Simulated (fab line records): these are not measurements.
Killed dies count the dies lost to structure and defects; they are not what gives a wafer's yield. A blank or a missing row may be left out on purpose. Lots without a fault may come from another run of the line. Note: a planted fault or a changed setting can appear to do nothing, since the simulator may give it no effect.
Matching of chambers    flow berkeley-cmos170    UCB170_GATE_CLEAN_17 on wet-bench-04: 4 sister chambers
The step cleans in SPM, time 600 s. 4 wafers are shown with their chamber, then 9 later ones without.

WAFERS WITH THEIR CHAMBER
wafer   chamber  bath-guard-temp-C (C)
L221.4  0        120.0
L224.6  2        120.4
L229.6  3        119.9
L228.5  1        120.3

WAFERS MISSING THEIR CHAMBER
wafer   bath-guard-temp-C (C)
L233.1  120.7
L233.3  120.6
L233.5  120.3
L232.1  120.4
L232.4  120.2
L232.5  120.2
L234.2  119.7
L234.5  119.8
L234.6  119.5

EACH ONE'S CHAMBER
wafer   from the rows above                in truth
L233.1  can't be placed: 2 or 1            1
L233.3  can't be placed: 2 or 1            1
L233.5  can't be placed: 1 or 2 or 0 or 3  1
L232.1  can't be placed: 2 or 1            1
L232.4  can't be placed: 1 or 0 or 2 or 3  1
L232.5  can't be placed: 1 or 0 or 2 or 3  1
L234.2  can't be placed: 3 or 0 or 1       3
L234.5  can't be placed: 3 or 0 or 1       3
L234.6  can't be placed: 3 or 0 or 1       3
Placed correctly: 0 of 9. Cannot be placed on the basis of these rows: 9; the candidates contain the true chamber in 9. 0 placed wrongly.
How it was worked out, from the rows above alone: a wafer's distance from a chamber is the root of the sum, over the readings, of the square of ((its reading less the chamber's mean) divided by the reading's scatter). If the next closest chamber is less than 2 further off than the closest, the wafer can't be placed; otherwise it belongs to the closest. For every chamber, the mean is computed from those of its wafers that are shown. The scatter: with one shown wafer a chamber, the root of the mean of the squares of how far each hidden wafer lies from its nearest shown one.
